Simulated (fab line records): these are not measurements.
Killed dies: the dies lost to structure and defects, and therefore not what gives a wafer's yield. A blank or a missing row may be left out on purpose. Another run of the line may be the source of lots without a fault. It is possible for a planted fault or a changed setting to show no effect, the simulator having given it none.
The tool behind it: which one? || flow ritCmos || 14 lots with 42 wafers sampled at 5 steps, on a route of 202 steps

== WHAT THE GAUGES READ, wafer by wafer ==
RIT_ACTIVE_BOW_MEAS_00. Usual: INCOMING_BOW gives 0 um (standard deviation 6.7).
{"lot": "L221", "measured": "day 1 10:01", "on": "filmMetro-02", "INCOMING_BOW (um)": "-4 -2 8", "flag": ""}
{"lot": "L222", "measured": "day 1 15:00", "on": "filmMetro-02", "INCOMING_BOW (um)": "3 5 -5", "flag": ""}
{"lot": "L223", "measured": "day 1 20:00", "on": "filmMetro-03", "INCOMING_BOW (um)": "-5 -2 1", "flag": ""}
{"lot": "L224", "measured": "day 2 01:00", "on": "filmMetro-02", "INCOMING_BOW (um)": "-9 -1 -11", "flag": ""}
{"lot": "L225", "measured": "day 2 06:01", "on": "filmMetro-03", "INCOMING_BOW (um)": "-4 2 -1", "flag": ""}
{"lot": "L226", "measured": "day 2 11:01", "on": "filmMetro-02", "INCOMING_BOW (um)": "-9 -5 3", "flag": ""}
{"lot": "L227", "measured": "day 2 16:01", "on": "filmMetro-02", "INCOMING_BOW (um)": "-9 1 -5", "flag": ""}
{"lot": "L228", "measured": "day 2 21:02", "on": "filmMetro-03", "INCOMING_BOW (um)": "-6 -1 11", "flag": ""}
{"lot": "L238", "measured": "day 4 23:01", "on": "filmMetro-03", "INCOMING_BOW (um)": "-13 5 -3", "flag": ""}
{"lot": "L239", "measured": "day 5 04:02", "on": "filmMetro-04", "INCOMING_BOW (um)": "-6 12 5", "flag": ""}
{"lot": "L241", "measured": "day 5 14:00", "on": "filmMetro-02", "INCOMING_BOW (um)": "-2 5 -10", "flag": ""}
{"lot": "L242", "measured": "day 5 19:01", "on": "filmMetro-04", "INCOMING_BOW (um)": "-12 2 7", "flag": ""}
{"lot": "L243", "measured": "day 6 00:00", "on": "filmMetro-04", "INCOMING_BOW (um)": "2 6 -3", "flag": ""}
{"lot": "L244", "measured": "day 6 05:00", "on": "filmMetro-04", "INCOMING_BOW (um)": "4 -4 -2", "flag": ""}

RIT_NRETRO_TW_MEAS_10. Usual: NRETRO_TW gives 1066 (standard deviation 8.6).
{"lot": "L221", "measured": "day 2 07:27", "on": "filmMetro-04", "NRETRO_TW": "1059 1057 1053", "flag": ""}
{"lot": "L222", "measured": "day 2 11:17", "on": "filmMetro-03", "NRETRO_TW": "1081 1076 1081", "flag": ""}
{"lot": "L223", "measured": "day 2 15:37", "on": "filmMetro-04", "NRETRO_TW": "1055 1061 1063", "flag": ""}
{"lot": "L224", "measured": "day 2 20:42", "on": "filmMetro-02", "NRETRO_TW": "1062 1062 1061", "flag": ""}
{"lot": "L225", "measured": "day 3 02:40", "on": "filmMetro-03", "NRETRO_TW": "1077 1082 1072", "flag": ""}
{"lot": "L226", "measured": "day 3 07:53", "on": "filmMetro-03", "NRETRO_TW": "1089 1082 1088", "flag": ""}
{"lot": "L227", "measured": "day 3 12:51", "on": "filmMetro-02", "NRETRO_TW": "920 925 922 923 922 928", "flag": "OFF"}
{"lot": "L228", "measured": "day 3 16:29", "on": "filmMetro-04", "NRETRO_TW": "924 920 928 926 932 926", "flag": "OFF"}
{"lot": "L238", "measured": "day 5 19:31", "on": "filmMetro-04", "NRETRO_TW": "1069 1064 1062", "flag": ""}
{"lot": "L239", "measured": "day 6 00:32", "on": "filmMetro-04", "NRETRO_TW": "1073 1071 1074", "flag": ""}
{"lot": "L241", "measured": "day 6 10:01", "on": "filmMetro-02", "NRETRO_TW": "1063 1061 1062", "flag": ""}
{"lot": "L242", "measured": "day 6 14:40", "on": "filmMetro-02", "NRETRO_TW": "1064 1062 1067", "flag": ""}
{"lot": "L243", "measured": "day 6 20:53", "on": "filmMetro-04", "NRETRO_TW": "1072 1065 1069", "flag": ""}
{"lot": "L244", "measured": "day 7 00:50", "on": "filmMetro-03", "NRETRO_TW": "1080 1081 1081", "flag": ""}

== WHICH TOOL RAN EACH LOT (tool, then ch and the chambers of the sampled wafers, then the start) ==
{"lot": "L221", "RIT_NWELL_STRIP_09": "plasmaAsher-02 ch 0, day 1 22:49", "RIT_NRETRO_IMPLANT_08": "implanter-02 ch 0, day 2 07:08", "RIT_NRETRO_STRIP_09": "plasmaAsher-03 ch 0,1, day 2 07:16"}
{"lot": "L222", "RIT_NWELL_STRIP_09": "plasmaAsher-04 ch 0,1, day 2 02:24", "RIT_NRETRO_IMPLANT_08": "implanter-02 ch 0, day 2 10:58", "RIT_NRETRO_STRIP_09": "plasmaAsher-02 ch 0,1, day 2 11:07"}
{"lot": "L223", "RIT_NWELL_STRIP_09": "plasmaAsher-01 ch 0,1, day 2 06:46", "RIT_NRETRO_IMPLANT_08": "implanter-04 ch 0, day 2 15:17", "RIT_NRETRO_STRIP_09": "plasmaAsher-02 ch 0,1, day 2 15:26"}
{"lot": "L224", "RIT_NWELL_STRIP_09": "plasmaAsher-01 ch 0,1, day 2 11:55", "RIT_NRETRO_IMPLANT_08": "implanter-03 ch 0, day 2 20:23", "RIT_NRETRO_STRIP_09": "plasmaAsher-03 ch 0,1, day 2 20:32"}
{"lot": "L225", "RIT_NWELL_STRIP_09": "plasmaAsher-02 ch 1, day 2 17:43", "RIT_NRETRO_IMPLANT_08": "implanter-03 ch 0, day 3 02:21", "RIT_NRETRO_STRIP_09": "plasmaAsher-03 ch 0,1, day 3 02:29"}
{"lot": "L226", "RIT_NWELL_STRIP_09": "plasmaAsher-04 ch 0,1, day 2 23:02", "RIT_NRETRO_IMPLANT_08": "implanter-04 ch 0, day 3 07:35", "RIT_NRETRO_STRIP_09": "plasmaAsher-01 ch 1, day 3 07:43"}
{"lot": "L227", "RIT_NWELL_STRIP_09": "plasmaAsher-01 ch 0,1, day 3 03:34", "RIT_NRETRO_IMPLANT_08": "implanter-03 ch 0, day 3 12:32", "RIT_NRETRO_STRIP_09": "plasmaAsher-02 ch 0,1, day 3 12:40"}
{"lot": "L228", "RIT_NWELL_STRIP_09": "plasmaAsher-02 ch 0,1, day 3 07:37", "RIT_NRETRO_IMPLANT_08": "implanter-03 ch 0, day 3 16:11", "RIT_NRETRO_STRIP_09": "plasmaAsher-01 ch 0,1, day 3 16:20"}
{"lot": "L238", "RIT_NWELL_STRIP_09": "plasmaAsher-02 ch 0,1, day 5 10:47", "RIT_NRETRO_IMPLANT_08": "implanter-02 ch 0, day 5 19:12", "RIT_NRETRO_STRIP_09": "plasmaAsher-02 ch 0,1, day 5 19:20"}
{"lot": "L239", "RIT_NWELL_STRIP_09": "plasmaAsher-02 ch 0,1, day 5 15:38", "RIT_NRETRO_IMPLANT_08": "implanter-04 ch 0, day 6 00:14", "RIT_NRETRO_STRIP_09": "plasmaAsher-03 ch 0,1, day 6 00:24"}
{"lot": "L241", "RIT_NWELL_STRIP_09": "plasmaAsher-01 ch 0,1, day 6 01:06", "RIT_NRETRO_IMPLANT_08": "implanter-04 ch 0, day 6 09:41", "RIT_NRETRO_STRIP_09": "plasmaAsher-01 ch 0,1, day 6 09:50"}
{"lot": "L242", "RIT_NWELL_STRIP_09": "plasmaAsher-02 ch 0,1, day 6 05:43", "RIT_NRETRO_IMPLANT_08": "implanter-04 ch 0, day 6 14:22", "RIT_NRETRO_STRIP_09": "plasmaAsher-01 ch 0,1, day 6 14:29"}
{"lot": "L243", "RIT_NWELL_STRIP_09": "plasmaAsher-04 ch 0,1, day 6 12:16", "RIT_NRETRO_IMPLANT_08": "implanter-02 ch 0, day 6 20:34", "RIT_NRETRO_STRIP_09": "plasmaAsher-02 ch 0,1, day 6 20:43"}
{"lot": "L244", "RIT_NWELL_STRIP_09": "plasmaAsher-01 ch 0,1, day 6 15:37", "RIT_NRETRO_IMPLANT_08": "implanter-02 ch 0, day 7 00:31", "RIT_NRETRO_STRIP_09": "plasmaAsher-01 ch 0,1, day 7 00:40"}
- RIT_NWELL_STRIP_09: strips in O2, time 180 s.
- RIT_NRETRO_IMPLANT_08
- RIT_NRETRO_STRIP_09: strips in O2, time 180 s.

== WHAT THE TOOLS THEMSELVES READ (means of the sampled wafers that have a number; where no wafer has one, the mark that the record gives instead) ==
RIT_NWELL_STRIP_09. Usual: drypumpMotorCurrentA at 5.7 A, with a standard deviation of 0.56.
{"lot": "L221", "tool": "plasmaAsher-02", "drypumpMotorCurrentA (A)": 6.5, "flag": ""}
{"lot": "L222", "tool": "plasmaAsher-04", "drypumpMotorCurrentA (A)": 4.9, "flag": ""}
{"lot": "L223", "tool": "plasmaAsher-01", "drypumpMotorCurrentA (A)": 5.4, "flag": ""}
{"lot": "L224", "tool": "plasmaAsher-01", "drypumpMotorCurrentA (A)": 5.4, "flag": ""}
{"lot": "L225", "tool": "plasmaAsher-02", "drypumpMotorCurrentA (A)": 5.7, "flag": ""}
{"lot": "L226", "tool": "plasmaAsher-04", "drypumpMotorCurrentA (A)": 4.9, "flag": ""}
{"lot": "L227", "tool": "plasmaAsher-01", "drypumpMotorCurrentA (A)": 5.4, "flag": ""}
{"lot": "L228", "tool": "plasmaAsher-02", "drypumpMotorCurrentA (A)": 6.0, "flag": ""}
{"lot": "L238", "tool": "plasmaAsher-02", "drypumpMotorCurrentA (A)": 6.0, "flag": ""}
{"lot": "L239", "tool": "plasmaAsher-02", "drypumpMotorCurrentA (A)": 6.2, "flag": ""}
{"lot": "L241", "tool": "plasmaAsher-01", "drypumpMotorCurrentA (A)": 5.8, "flag": ""}
{"lot": "L242", "tool": "plasmaAsher-02", "drypumpMotorCurrentA (A)": 6.0, "flag": ""}
{"lot": "L243", "tool": "plasmaAsher-04", "drypumpMotorCurrentA (A)": 4.9, "flag": ""}
{"lot": "L244", "tool": "plasmaAsher-01", "drypumpMotorCurrentA (A)": 5.4, "flag": ""}

RIT_NRETRO_IMPLANT_08. Usual: doseIonsCm2 1.0001e+13, standard deviation 1.2e+10; faradayCurrentUA 31.8, standard deviation 0.65.
{"lot": "L221", "tool": "implanter-02", "doseIonsCm2": 9.9983e+12, "faradayCurrentUA": 31.8, "flag": ""}
{"lot": "L222", "tool": "implanter-02", "doseIonsCm2": 1.0003e+13, "faradayCurrentUA": 31.7, "flag": ""}
{"lot": "L223", "tool": "implanter-04", "doseIonsCm2": 1.0016e+13, "faradayCurrentUA": 31.6, "flag": ""}
{"lot": "L224", "tool": "implanter-03", "doseIonsCm2": 1.0010e+13, "faradayCurrentUA": 32.1, "flag": ""}
{"lot": "L225", "tool": "implanter-03", "doseIonsCm2": 1.0001e+13, "faradayCurrentUA": 31.0, "flag": ""}
{"lot": "L226", "tool": "implanter-04", "doseIonsCm2": 9.9983e+12, "faradayCurrentUA": 31.6, "flag": ""}
{"lot": "L227", "tool": "implanter-03", "doseIonsCm2": 6.5173e+12, "faradayCurrentUA": 21.1, "flag": "OFF"}
{"lot": "L228", "tool": "implanter-03", "doseIonsCm2": 6.5387e+12, "faradayCurrentUA": 20.7, "flag": "OFF"}
{"lot": "L238", "tool": "implanter-02", "doseIonsCm2": 1.0002e+13, "faradayCurrentUA": 32.5, "flag": ""}
{"lot": "L239", "tool": "implanter-04", "doseIonsCm2": 9.9977e+12, "faradayCurrentUA": 32.0, "flag": ""}
{"lot": "L241", "tool": "implanter-04", "doseIonsCm2": 1.0012e+13, "faradayCurrentUA": 31.7, "flag": ""}
{"lot": "L242", "tool": "implanter-04", "doseIonsCm2": 9.9877e+12, "faradayCurrentUA": 32.2, "flag": ""}
{"lot": "L243", "tool": "implanter-02", "doseIonsCm2": 9.9837e+12, "faradayCurrentUA": 31.5, "flag": ""}
{"lot": "L244", "tool": "implanter-02", "doseIonsCm2": 9.9977e+12, "faradayCurrentUA": 31.5, "flag": ""}

RIT_NRETRO_STRIP_09. Usual: drypumpMotorCurrentA at 5.9 A, with a standard deviation of 0.44.
{"lot": "L221", "tool": "plasmaAsher-03", "drypumpMotorCurrentA (A)": 5.8, "flag": ""}
{"lot": "L222", "tool": "plasmaAsher-02", "drypumpMotorCurrentA (A)": 6.0, "flag": ""}
{"lot": "L223", "tool": "plasmaAsher-02", "drypumpMotorCurrentA (A)": 6.0, "flag": ""}
{"lot": "L224", "tool": "plasmaAsher-03", "drypumpMotorCurrentA (A)": 5.9, "flag": ""}
{"lot": "L225", "tool": "plasmaAsher-03", "drypumpMotorCurrentA (A)": 5.8, "flag": ""}
{"lot": "L226", "tool": "plasmaAsher-01", "drypumpMotorCurrentA (A)": 6.1, "flag": ""}
{"lot": "L227", "tool": "plasmaAsher-02", "drypumpMotorCurrentA (A)": 6.2, "flag": ""}
{"lot": "L228", "tool": "plasmaAsher-01", "drypumpMotorCurrentA (A)": 5.7, "flag": ""}
{"lot": "L238", "tool": "plasmaAsher-02", "drypumpMotorCurrentA (A)": 6.0, "flag": ""}
{"lot": "L239", "tool": "plasmaAsher-03", "drypumpMotorCurrentA (A)": 5.8, "flag": ""}
{"lot": "L241", "tool": "plasmaAsher-01", "drypumpMotorCurrentA (A)": 5.8, "flag": ""}
{"lot": "L242", "tool": "plasmaAsher-01", "drypumpMotorCurrentA (A)": 5.8, "flag": ""}
{"lot": "L243", "tool": "plasmaAsher-02", "drypumpMotorCurrentA (A)": 6.0, "flag": ""}
{"lot": "L244", "tool": "plasmaAsher-01", "drypumpMotorCurrentA (A)": 5.4, "flag": ""}

== THE ANSWER, worked out from the rows above alone ==
Rule: take the mean of a lot's wafers that have a number; if it is more than 3 standard deviations from the usual mean, the lot is off. Also off: a lot with no number at a reading for which 4 or more lots have one. Any other lot the step has rows for is counted as sound. First the gauges in route order, then the tools' own readings, where a lot's mean is used as printed above. At the first step where some lot is off, the reading lying furthest off is the one used; lots without a number count as furthest.
Off: L227, L228, seen at RIT_NRETRO_TW_MEAS_10 (NRETRO_TW).
If a tool, at a process step before that reading, ran all the lots that are off and no sound lot after the first of them, it fits. Not tried: the gauges at RIT_NRETRO_TW_MEAS_10; whatever is off there is also off at RIT_NRETRO_IMPLANT_08, on other tools, and gauge error can't account for it. One candidate fits, namely implanter-03 at RIT_NRETRO_IMPLANT_08. Its last sound lot is L225 (day 3 02:21), its first lot that is off L227 (day 3 12:32): a fault that began between those two fits.
The tool's own readings at RIT_NRETRO_IMPLANT_08 bear it out: on the lots that are off they differ by more than 5 times the standard deviation of the sound lots' means. doseIonsCm2 reads 6.5280e+12 there against 1.0001e+13 on the sound lots; faradayCurrentUA reads 20.9 there against 31.8 on the sound lots.

== WHAT THE SIMULATOR HAD PUT IN ==
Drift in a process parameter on implanter-03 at RIT_NRETRO_IMPLANT_08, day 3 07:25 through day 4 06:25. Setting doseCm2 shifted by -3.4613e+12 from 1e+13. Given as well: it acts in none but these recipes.
Lots struck among those shown: L227, L228. The rule given above showed the same thing.
